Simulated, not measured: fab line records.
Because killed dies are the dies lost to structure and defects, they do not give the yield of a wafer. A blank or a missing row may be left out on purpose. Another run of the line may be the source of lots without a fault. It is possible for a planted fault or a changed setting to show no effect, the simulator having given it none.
One fault through the eyes of 2 desks    flow rit_cmos    what lay behind the numbers comes last; until then each desk has only its own

FOR THE TOOL OWNER'S DESK: litho_track-02
The tool's own readings at RIT_ACTIVE_DEVELOP_10 (develop time 50 s): means of the sampled wafers that have a number, for each lot that ran on this tool. The brackets show how far a lot's mean lies from the usual mean; more than 4 standard deviations puts the lot out of limits, marked OUT.
Columns: A = developer_temp_C at RIT_ACTIVE_DEVELOP_10, usual 23.00 C
lot   first seen here  A
L811  day 2 10:00      22.88
L812  day 2 15:00      22.91
L814  day 3 01:00      20.72 (-21) OUT
L819  day 4 02:00      20.91 (-19) OUT
This desk finds L814, L819 out of limits, L814 being first, at day 3 01:00 (developer_temp_C at RIT_ACTIVE_DEVELOP_10). L811, L812: within limits.

AT THE METROLOGY DESK
What the gauges read, lot by lot, whatever tool the lot ran on: means of the sampled wafers that have a number. The brackets show how far a lot's mean lies from the usual mean; more than 4 standard deviations puts the lot out of limits, marked OUT.
Columns: A = ACTIVE_OXIDE_THK at RIT_ACTIVE_THK_MEAS_02, usual 46.6 nm; B = cd_nm at RIT_ACTIVE_CD_MEAS_11, usual 1400.3 nm; C = CONTACT_OVL at RIT_CONTACT_OVL_MEAS_09, usual -0.2 nm
lot   first seen here  A     B                  C
L807  day 1 12:04      46.6  1402.8             1.1
L808  day 1 17:04      45.9  1399.1             -0.6
L809  day 1 22:04      47.0  1397.3             -1.7
L810  day 2 03:03      46.7  1400.2             0.0
L811  day 2 08:03      47.8  1400.7             -1.5
L812  day 2 13:03      47.8  1399.5             0.4
L813  day 2 18:03      46.5  1401.9             -1.7
L814  day 2 23:04      46.7  1390.7 (-5.6) OUT  0.6
L819  day 4 00:03      45.1  1392.6 (-4.5) OUT  1.5
L821  day 4 10:03      46.4  1397.4             -0.9
L822  day 4 15:03      46.5  1402.0             0.3
L823  day 4 20:05      44.7  1403.2             -1.3
L826  day 5 11:04      47.2  1400.9             0.7
L829  day 6 02:03      46.6  1401.7             -0.6
This desk finds L814, L819 out of limits, L814 being first, at day 3 01:36 (cd_nm at RIT_ACTIVE_CD_MEAS_11). L807, L808, L809, L810, L811, L812, L813, L821, L822, L823, L826, L829: within limits.

ALL TOGETHER
The tool owner's desk had the chance to raise an alarm at day 3 01:00 on L814, L819.
At day 3 01:36 the metrology desk could have sounded an alarm, on L814, L819.
The lots listed all ran RIT_ACTIVE_DEVELOP_10 on litho_track-02.

WHAT THE SIMULATOR HAD PUT IN
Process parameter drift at RIT_ACTIVE_DEVELOP_10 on litho_track-02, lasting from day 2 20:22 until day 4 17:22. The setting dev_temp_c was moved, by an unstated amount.
Lots struck among those shown: L814, L819.
Counting hours from when the fault started, the first reading out of limits came at 5 for the tool owner's desk and at 5 for the metrology desk.
